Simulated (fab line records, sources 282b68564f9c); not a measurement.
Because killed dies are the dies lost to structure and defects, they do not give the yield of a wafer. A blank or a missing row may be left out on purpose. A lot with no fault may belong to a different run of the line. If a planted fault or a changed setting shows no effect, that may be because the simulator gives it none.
fab line records	flow rit_cmos
[record] lots = 14	wafers = 42	last_day = 7
route steps=202 shown PLDD@116 M1@202
lots untouched by any fault: they come from a run of this same line in which no faults occurred
start_h: the number of hours between the record's first day and the start of the first shown wafer of the lot	wait_h: hours from the lot's prior step to this one	" as in the row above	L1.1+2: several wafers, shown together as one row	- no value present, or no start provided	* or withheld: withheld	< > ~ a bound
route shown NAME@n: names a module that has steps shown in the file, with the first one's number in the route	usual: mean/standard deviation taken from wafers without a fault	same: alike in all rows	chamber/n: place in a boat	sites: the reading at each site	_std_site: the values' standard deviation	_edge_site: inner sites' mean taken away from outer sites' mean	radius_mm: how far each site lies from the wafer's centre	mask NAME#n: copy n	behind: the tool/chamber that last shaped the wafer	hold: why the lot was held/for how many hours/how that ended	device: transistor that didn't switch, given as n, p or np	end of line: tests run on the same wafers once the route is complete	step lacking rows: just its recipe	killed: not the wafer's yield, but the dies lost to structure and defects at the first sort	map: dies across one wafer; x = killed, . = not, _ = none there
set.NAME: the setting that was run; set.NAME@STEP: the one run at that earlier step	model.NAME: the simulator's own value behind a step, which no gauge read
the route's steps for a sample of lots (tables are steps, rows are wafers)
[[steps]]
[step RIT_PLDD_SOFTBAKE_02]
[recipe] resist = NOVOLAK	temp_c = 90	time_s = 60
[usual] heater_power_total_W = 34.56/0.047	plate_temp_C = 90.02/0.12	run_length_s = 89.20/0.15
lot.wafer	tool	chamber	start_h	wait_h	heater_power_total_W	plate_temp_C	run_length_s
L157.2	litho_track-02	0	44.72	0.1	34.53	90.26	89.30
L157.4	"	0	"	"	34.59	89.98	89.05
L157.6	"	0	"	"	34.54	90.13	89.26
L158.3	litho_track-02	0	47.15	0.1	34.57	89.94	89.05
L158.5	"	0	"	"	34.64	89.96	88.95
L158.6	"	0	"	"	34.56	89.81	89.06
L159.1	litho_track-03	0	51.88	0.1	34.53	90.15	89.41
L159.2	"	0	"	"	34.62	90.16	89.33
L159.5	"	0	"	"	34.39	90.07	89.53
L162.2	litho_track-03	0	68.23	0.1	34.56	90.12	89.39
L162.3	"	0	"	"	34.60	90.23	89.33
L162.4	"	0	"	"	34.58	90.34	89.36
L163.1	litho_track-02	0	74.42	0.1	34.51	89.90	89.30
L163.2	"	0	"	"	34.54	90.10	88.94
L163.4	"	0	"	"	34.59	90.05	89.13
L164.3	litho_track-02	0	79.67	0.1	34.51	90.22	89.21
L164.5	"	0	"	"	34.56	90.18	88.97
L164.6	"	0	"	"	34.59	90.16	89.00
L165.3	litho_track-03	0	87.14	0.1	34.52	89.75	89.26
L165.4	"	0	"	"	34.57	90.05	89.47
L165.5	"	0	"	"	34.59	90.13	89.51
L167.1	litho_track-03	0	93.71	0.1	34.57	89.93	89.42
L167.4	"	0	"	"	34.56	89.90	89.15
L167.5	"	0	"	"	34.54	89.93	89.32
L168.1	litho_track-02	0	98.89	0.1	35.34	-	84.33
L168.4	"	0	"	"	35.39	-	84.38
L168.5	"	0	"	"	35.44	-	84.60
L170.1	litho_track-02	0	108.73	0.1	35.40	-	84.43
L170.3	"	0	"	"	35.33	-	84.50
L170.4	"	0	"	"	35.42	-	84.43
L174.1	litho_track-03	0	128.13	0.1	34.51	89.86	89.32
L174.3	"	0	"	"	34.63	89.96	89.42
L174.6	"	0	"	"	34.58	89.89	89.19
L176.1	litho_track-03	0	138.57	0.1	34.48	90.07	89.15
L176.2	"	0	"	"	34.54	90.04	89.19
L176.5	"	0	"	"	34.58	89.87	89.23
L179.3	litho_track-04	0	155.44	0.1	34.56	90.07	89.25
L179.4	"	0	"	"	34.52	90.00	89.08
L179.5	"	0	"	"	34.47	89.96	89.16
L180.2	litho_track-04	0	163.54	0.1	34.57	89.78	89.18
L180.5	"	0	"	"	34.63	89.93	89.10
L180.6	"	0	"	"	34.53	90.13	89.07
[step RIT_M1_PROBE_99]
[usual] killed_at_contacts = 0.1/0.24	killed_at_front_end = 7/3.1	killed_dies = 7/3.1	killed_on_rim = 1.8/1.4	killed_open = 3.3/2	killed_short = 3.4/2.1
[same] gross_dies = 264	killed_at_M0_to_M3 = 0	killed_at_M4_up = 0	killed_at_back_side = 0	killed_at_other = 0
lot.wafer	tool	chamber	start_h	wait_h	killed_at_contacts	killed_at_front_end	killed_dies	killed_on_rim	killed_open	killed_short
L157.2	prober-01	-	60.78	0.1	0	5	5	2	2	3
L157.4	prober-01	-	60.88	0.2	0	3	3	0	2	1
L157.6	prober-01	-	60.98	0.2	0	8	8	1	3	5
L158.3	prober-02	-	62.33	0.2	0	4	4	1	1	3
L158.5	prober-02	-	62.43	0.2	0	7	7	1	3	4
L158.6	prober-02	-	62.48	0.2	0	15	15	4	7	8
L159.1	prober-01	-	67.47	0.1	0	13	13	3	7	6
L159.2	prober-01	-	67.52	0.1	0	6	6	3	4	2
L159.5	prober-01	-	67.67	0.2	0	7	7	3	3	4
L162.2	prober-02	-	82.81	0.1	0	12	12	4	4	8
L162.3	prober-02	-	82.86	0.2	0	11	11	3	4	7
L162.4	prober-02	-	82.91	0.2	0	5	5	1	2	3
L163.1	prober-01	-	88.94	0.1	0	12	12	3	6	6
L163.2	prober-01	-	88.99	0.1	0	10	10	5	4	6
L163.4	prober-01	-	89.09	0.2	0	6	6	1	4	2
L164.3	prober-02	-	95.67	0.2	0	4	4	1	2	2
L164.5	prober-02	-	95.77	0.2	0	4	4	3	2	2
L164.6	prober-02	-	95.82	0.2	0	2	2	0	1	1
L165.3	prober-01	-	102.26	0.2	0	7	7	2	2	5
L165.4	prober-01	-	102.31	0.2	0	9	9	2	6	3
L165.5	prober-01	-	102.36	0.2	0	5	5	1	1	4
L167.1	prober-02	-	110.41	0.1	0	7	7	3	1	6
L167.4	prober-02	-	110.56	0.2	0	7	7	2	2	5
L167.5	prober-02	-	110.61	0.2	0	6	6	2	1	5
L168.1	prober-01	-	115.42	0.1	0	2	2	1	2	0
L168.4	prober-01	-	115.57	0.2	0	3	3	2	2	1
L168.5	prober-01	-	115.62	0.2	0	8	8	3	5	3
L170.1	prober-01	-	123.67	0.1	0	4	4	2	2	2
L170.3	prober-01	-	123.77	0.2	1	11	12	2	4	8
L170.4	prober-01	-	123.82	0.2	0	7	7	2	3	4
L174.1	prober-01	-	143.67	0.1	0	7	7	1	3	4
L174.3	prober-01	-	143.77	0.2	0	3	3	1	1	2
L174.6	prober-01	-	143.92	0.2	0	2	2	1	0	2
L176.1	prober-01	-	153.67	0.1	0	10	10	5	8	2
L176.2	prober-01	-	153.72	0.1	0	7	7	2	2	5
L176.5	prober-01	-	153.87	0.2	0	9	9	4	2	7
L179.3	prober-02	-	170.48	0.2	0	3	3	1	1	2
L179.4	prober-02	-	170.53	0.2	0	3	3	0	1	2
L179.5	prober-02	-	170.58	0.2	0	5	5	0	3	2
L180.2	prober-01	-	178.72	0.1	0	2	2	0	0	2
L180.5	prober-01	-	178.87	0.2	0	4	4	1	3	1
L180.6	prober-01	-	178.92	0.2	0	7	7	0	5	2
// killed by level:class
L157.2 GATE:geometric_particle:open=2 FOX1:geometric_particle:short=1 FOX2:geometric_particle:short=1 GATE:geometric_particle:short=1
L157.4 SILICIDE:geometric_particle:open=2 GATE:geometric_particle:short=1
L157.6 GATE:geometric_particle:short=2 GATE:geometric_particle:open=2 FOX1:geometric_particle:short=1 FOX1:geometric_particle:open=1 SPACER:geometric_particle:short=1 SILICIDE:geometric_particle:short=1
L158.3 FOX1:geometric_particle:short=2 GATE:geometric_particle:short=1 SPACER:geometric_particle:open=1
L158.5 GATE:geometric_particle:short=2 GATE:geometric_particle:open=2 REOX:geometric_particle:short=1 SPACER:geometric_particle:open=1 SPACER:geometric_particle:short=1
L158.6 FOX1:geometric_particle:open=5 FOX1:geometric_particle:short=4 GATE:geometric_particle:short=2 GATE:geometric_particle:open=2 REOX:geometric_particle:short=2
L159.1 GATE:geometric_particle:open=4 GATE:geometric_particle:short=3 FOX1:geometric_particle:open=1 FOX1:geometric_particle:short=1 FOX2:geometric_particle:open=1 REOX:geometric_particle:short=1 SPACER:geometric_particle:short=1 SILICIDE:geometric_particle:open=1
L159.2 FOX2:geometric_particle:open=2 GATE:geometric_particle:short=1 GATE:geometric_particle:open=1 REOX:geometric_particle:short=1 SILICIDE:geometric_particle:open=1
L159.5 REOX:geometric_particle:open=2 FOX2:geometric_particle:short=1 FOX2:geometric_particle:open=1 GATE:geometric_particle:short=1 SPACER:geometric_particle:short=1 SILICIDE:geometric_particle:short=1
L162.2 FOX2:geometric_particle:short=3 GATE:geometric_particle:short=3 GATE:geometric_particle:open=2 FOX1:geometric_particle:short=1 FOX2:geometric_particle:open=1 SILICIDE:geometric_particle:open=1 SILICIDE:geometric_particle:short=1
L162.3 FOX2:geometric_particle:short=3 FOX2:geometric_particle:open=2 GATE:geometric_particle:open=2 SILICIDE:geometric_particle:short=2 FOX1:geometric_particle:short=1 GATE:geometric_particle:short=1
L162.4 REOX:geometric_particle:short=1 SPACER:geometric_particle:short=1 SPACER:geometric_particle:open=1 SILICIDE:geometric_particle:open=1 SILICIDE:geometric_particle:short=1
L163.1 GATE:geometric_particle:short=2 GATE:geometric_particle:open=2 REOX:geometric_particle:short=2 SILICIDE:geometric_particle:open=2 FOX2:geometric_particle:short=1 REOX:geometric_particle:open=1 SPACER:geometric_particle:open=1 SILICIDE:geometric_particle:short=1
L163.2 REOX:geometric_particle:short=4 FOX2:geometric_particle:open=2 GATE:geometric_particle:short=2 FOX1:geometric_particle:open=1 SILICIDE:geometric_particle:open=1
L163.4 SPACER:geometric_particle:short=2 FOX1:geometric_particle:open=1 GATE:geometric_particle:open=1 SPACER:geometric_particle:open=1 SILICIDE:geometric_particle:open=1
L164.3 FOX2:geometric_particle:open=1 GATE:geometric_particle:short=1 SPACER:geometric_particle:open=1 SPACER:geometric_particle:short=1
L164.5 REOX:geometric_particle:short=2 GATE:geometric_particle:open=1 SPACER:geometric_particle:open=1
L164.6 GATE:geometric_particle:short=1 SPACER:geometric_particle:open=1
L165.3 GATE:geometric_particle:short=3 GATE:geometric_particle:open=1 REOX:geometric_particle:short=1 REOX:geometric_particle:open=1 SPACER:geometric_particle:short=1
L165.4 GATE:geometric_particle:open=3 FOX1:geometric_particle:open=2 GATE:geometric_particle:short=2 SPACER:geometric_particle:short=1 SILICIDE:geometric_particle:open=1
L165.5 SPACER:geometric_particle:short=2 FOX2:geometric_particle:short=1 GATE:geometric_particle:short=1 SPACER:geometric_particle:open=1
L167.1 FOX1:geometric_particle:short=2 GATE:geometric_particle:short=2 SILICIDE:geometric_particle:short=2 GATE:geometric_particle:open=1
L167.4 REOX:geometric_particle:short=2 FOX1:geometric_particle:short=1 GATE:geometric_particle:short=1 GATE:geometric_particle:open=1 SPACER:geometric_particle:open=1 SILICIDE:geometric_particle:short=1
L167.5 SILICIDE:geometric_particle:short=3 REOX:geometric_particle:short=2 REOX:geometric_particle:open=1
L168.1 GATE:geometric_particle:open=1 REOX:geometric_particle:open=1
L168.4 FOX1:geometric_particle:open=1 GATE:geometric_particle:open=1 REOX:geometric_particle:short=1
L168.5 GATE:geometric_particle:short=3 SILICIDE:geometric_particle:open=2 FOX1:geometric_particle:open=1 GATE:geometric_particle:open=1 SPACER:geometric_particle:open=1
L170.1 FOX2:geometric_particle:short=1 GATE:geometric_particle:open=1 REOX:geometric_particle:short=1 SPACER:geometric_particle:open=1
L170.3 GATE:geometric_particle:short=4 REOX:geometric_particle:open=2 FOX1:geometric_particle:short=1 GATE:geometric_particle:open=1 REOX:geometric_particle:short=1 SPACER:geometric_particle:open=1 SILICIDE:geometric_particle:short=1 CONTACT:geometric_particle:short=1
L170.4 GATE:geometric_particle:open=3 GATE:geometric_particle:short=2 FOX1:geometric_particle:short=1 REOX:geometric_particle:short=1
L174.1 GATE:geometric_particle:open=3 REOX:geometric_particle:short=2 FOX1:geometric_particle:short=1 GATE:geometric_particle:short=1
L174.3 GATE:geometric_particle:open=1 GATE:geometric_particle:short=1 REOX:geometric_particle:short=1
L174.6 GATE:geometric_particle:short=1 REOX:geometric_particle:short=1
L176.1 GATE:geometric_particle:open=4 FOX1:geometric_particle:short=2 ACTIVE:geometric_particle:open=1 FOX1:geometric_particle:open=1 FOX2:geometric_particle:open=1 REOX:geometric_particle:open=1
L176.2 FOX1:geometric_particle:short=2 GATE:geometric_particle:short=2 GATE:geometric_particle:open=1 REOX:geometric_particle:open=1 SPACER:geometric_particle:short=1
L176.5 GATE:geometric_particle:short=3 SILICIDE:geometric_particle:short=3 GATE:geometric_particle:open=2 SPACER:geometric_particle:short=1
L179.3 SPACER:geometric_particle:short=2 FOX1:geometric_particle:open=1
L179.4 SPACER:geometric_particle:short=1 SILICIDE:geometric_particle:open=1 SILICIDE:geometric_particle:short=1
L179.5 SILICIDE:geometric_particle:short=2 FOX1:geometric_particle:open=1 GATE:geometric_particle:open=1 SILICIDE:geometric_particle:open=1
L180.2 FOX1:geometric_particle:short=1 SPACER:geometric_particle:short=1
L180.5 GATE:geometric_particle:open=2 SILICIDE:geometric_particle:short=1 SILICIDE:geometric_particle:open=1
L180.6 SILICIDE:geometric_particle:open=2 FOX1:geometric_particle:open=1 FOX2:geometric_particle:short=1 FOX2:geometric_particle:open=1 GATE:geometric_particle:open=1 SILICIDE:geometric_particle:short=1
[[key]]
[first_sign] step = RIT_PLDD_SOFTBAKE_02	reading = run_length_s	direction = down	sigmas = 33	usual = *	struck = *
[effect] step = RIT_PLDD_SOFTBAKE_02	reading = heater_power_total_W	direction = up	sigmas = 18	usual = 34.56	struck = 35.39
met_at RIT_PLDD_SOFTBAKE_02
struck_lots L168,L170
tester_left_out L168,L170
onset_between 79.67 98.89
[fault] kind = process_parameter_drift	tool = litho_track-02	chamber = -	onset_h = 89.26	steps = RIT_PLDD_SOFTBAKE_02	channel = time_s	offset = *	shape = step	end_h = 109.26	acts_in = *	stated = *
// tester_left_out: of these lots the tester's yield and bins aren't shown, on N5 and GAA mostly nor the transistor test; their killed dies are dies lost to structure and defects alone, not to doping, threshold or leakage, so they don't give the yield
